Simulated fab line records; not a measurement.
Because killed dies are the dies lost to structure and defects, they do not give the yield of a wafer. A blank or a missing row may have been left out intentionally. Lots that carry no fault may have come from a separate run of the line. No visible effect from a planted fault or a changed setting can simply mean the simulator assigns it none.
What tool caused it? ; flow berkeley_cmos170 ; 14 lots, 42 wafers sampled, at 4 steps of a route of 331

== WHAT EACH GAUGE READ, for each wafer ==
UCB170_ACTIVE_THK_MEAS_03.
lot;measured;on;ACTIVE_OXIDE_THK (nm)
L924;day 4 05:27;film_metro-02;26.8 26.6 26.7
L925;day 4 05:28;film_metro-01;26.7 27.0 27.2
L926;day 4 18:08;film_metro-02;26.7 26.1 26.6
L931;day 5 12:04;film_metro-04;26.1 25.5 26.8
L930;day 5 17:42;film_metro-01;26.5 26.6 26.5
L936;day 6 07:01;film_metro-02;26.2 25.7 25.6
L937;day 6 21:05;film_metro-01;26.7 27.0 26.4
L939;day 7 08:52;film_metro-01;26.6 26.5 26.4
L942;day 7 22:46;film_metro-01;26.0 25.9 26.1
L943;day 8 14:14;film_metro-04;25.9 26.2 25.6
L944;day 9 00:10;film_metro-01;26.8 27.1 27.0
L947;day 9 10:25;film_metro-02;25.8 25.3 25.9
L945;day 9 10:26;film_metro-01;24.8 25.1 25.0
L946;day 9 10:26;film_metro-04;26.4 26.1 26.6

UCB170_PVT_TW_MEAS_09.
lot;measured;on;PVT_TW
L924;day 6 01:12;film_metro-03;503 504 502
L925;day 6 02:04;film_metro-01;506 509 510
L926;day 6 18:16;film_metro-03;502 502 504
L931;day 7 13:38;film_metro-01;508 508 511
L930;day 7 21:50;film_metro-03;563 566 565 566 567 563
L936;day 8 10:30;film_metro-04;570 573 575 573 576 570
L937;day 9 12:35;film_metro-04;514 514 513
L939;day 10 01:01;film_metro-04;511 514 513
L942;day 10 05:01;film_metro-04;512 512 512
L943;day 11 02:43;film_metro-04;511 510 515
L944;day 11 06:46;film_metro-04;514 512 511
L947;day 11 14:32;film_metro-01;506 510 507
L945;day 11 15:05;film_metro-04;512 513 507
L946;day 11 14:51;film_metro-03;502 505 506

== EACH LOT AND THE TOOL THAT RAN IT (in order: tool; ch and the chambers of the sampled wafers; start) ==
lot;UCB170_NVT_STRIP_08;UCB170_PVT_IMPLANT_07
L924;plasma_asher-03 ch 0,1, day 5 21:55;implanter-04 ch 0, day 6 00:57
L925;plasma_asher-04 ch 0,1, day 5 21:56;implanter-04 ch 0, day 6 01:50
L926;plasma_asher-02 ch 0,1, day 6 15:17;implanter-01 ch 0, day 6 18:01
L931;plasma_asher-04 ch 0,1, day 7 11:48;implanter-04 ch 0, day 7 13:26
L930;plasma_asher-03 ch 0,1, day 7 19:33;implanter-01 ch 0, day 7 21:37
L936;plasma_asher-04 ch 0,1, day 8 08:29;implanter-01 ch 0, day 8 10:15
L937;plasma_asher-03 ch 0,1, day 9 10:41;implanter-04 ch 0, day 9 12:19
L939;plasma_asher-04 ch 0,1, day 9 22:04;implanter-03 ch 0, day 10 00:46
L942;plasma_asher-02 ch 0,1, day 10 03:20;implanter-03 ch 0, day 10 04:42
L943;plasma_asher-02 ch 0,1, day 11 00:13;implanter-01 ch 0, day 11 02:29
L944;plasma_asher-03 ch 0,1, day 11 04:05;implanter-01 ch 0, day 11 06:32
L947;plasma_asher-04 ch 0,1, day 11 11:46;implanter-04 ch 0, day 11 14:17
L945;plasma_asher-03 ch 0,1, day 11 12:43;implanter-03 ch 0, day 11 14:51
L946;plasma_asher-04 ch 0,1, day 11 12:31;implanter-04 ch 0, day 11 14:37
- UCB170_NVT_STRIP_08: strips in O2.
- UCB170_PVT_IMPLANT_07

== AS READ BY THE TOOLS THEMSELVES (means over the sampled wafers that have a number; for cases with no such wafer, the mark the record gives instead) ==
UCB170_NVT_STRIP_08.
lot;tool;drypump_motor_current_A (A);oes_product_au (a.u.);strip_time_to_endpoint_s (s)
L924;plasma_asher-03;5.3;0.735;21.66
L925;plasma_asher-04;6.1;0.731;21.78
L926;plasma_asher-02;5.9;0.736;21.64
L931;plasma_asher-04;6.1;0.736;21.73
L930;plasma_asher-03;5.3;0.738;21.67
L936;plasma_asher-04;6.1;0.737;21.73
L937;plasma_asher-03;5.8;0.738;21.63
L939;plasma_asher-04;5.5;0.733;21.66
L942;plasma_asher-02;6.2;0.733;21.65
L943;plasma_asher-02;6.2;0.736;21.69
L944;plasma_asher-03;5.8;0.733;21.64
L947;plasma_asher-04;5.5;0.733;21.67
L945;plasma_asher-03;5.3;0.735;21.63
L946;plasma_asher-04;6.1;0.734;21.79

UCB170_PVT_IMPLANT_07.
lot;tool;dose_ions_cm2;faraday_current_uA
L924;implanter-04;1.9993e+12;6.37
L925;implanter-04;2.0013e+12;6.26
L926;implanter-01;1.9991e+12;6.32
L931;implanter-04;1.9998e+12;6.28
L930;implanter-01;2.8762e+12;9.07
L936;implanter-01;2.8747e+12;9.14
L937;implanter-04;2.0006e+12;6.29
L939;implanter-03;1.9987e+12;6.33
L942;implanter-03;1.9998e+12;6.42
L943;implanter-01;2.0011e+12;6.28
L944;implanter-01;1.9982e+12;6.26
L947;implanter-04;2.0024e+12;6.44
L945;implanter-03;1.9997e+12;6.35
L946;implanter-04;1.9997e+12;6.28

== THE ANSWER, worked out from the rows above alone ==
Rule: the lots themselves supply what counts as usual. Put in order of their means at a reading, lots are off if they are a third of the lots or fewer, leave a main group of 4 or more, and stand apart from it by a gap of 3 or more times the standard deviation of the main group's means; of several such gaps the widest counts. The tables above print the reading to a certain number of digits; a main group whose means all agree to those digits is not used. A lot without any number at a reading at which 4 lots or more have one is off too. Where the step has rows for the other lots, those lots are counted as sound. After the gauges, taken in route order, come the tools' own readings; for these a lot's mean is taken, as printed above. The first step at which some lot is off is used, and at that step the reading that is off furthest; a lot without a number counts as furthest.
Off: L930, L936, seen at UCB170_PVT_TW_MEAS_09 (PVT_TW). The main group: mean 509, standard deviation 3.7.
If a tool, at a process step before that reading, ran all the lots that are off and no sound lot after the first of them, it fits. Not tried: the gauges at UCB170_PVT_TW_MEAS_09; whatever is off there is also off at UCB170_PVT_IMPLANT_07, on other tools, and gauge error can't account for it. No candidate that was tried fits.

== WHAT THE SIMULATOR PUT IN ==
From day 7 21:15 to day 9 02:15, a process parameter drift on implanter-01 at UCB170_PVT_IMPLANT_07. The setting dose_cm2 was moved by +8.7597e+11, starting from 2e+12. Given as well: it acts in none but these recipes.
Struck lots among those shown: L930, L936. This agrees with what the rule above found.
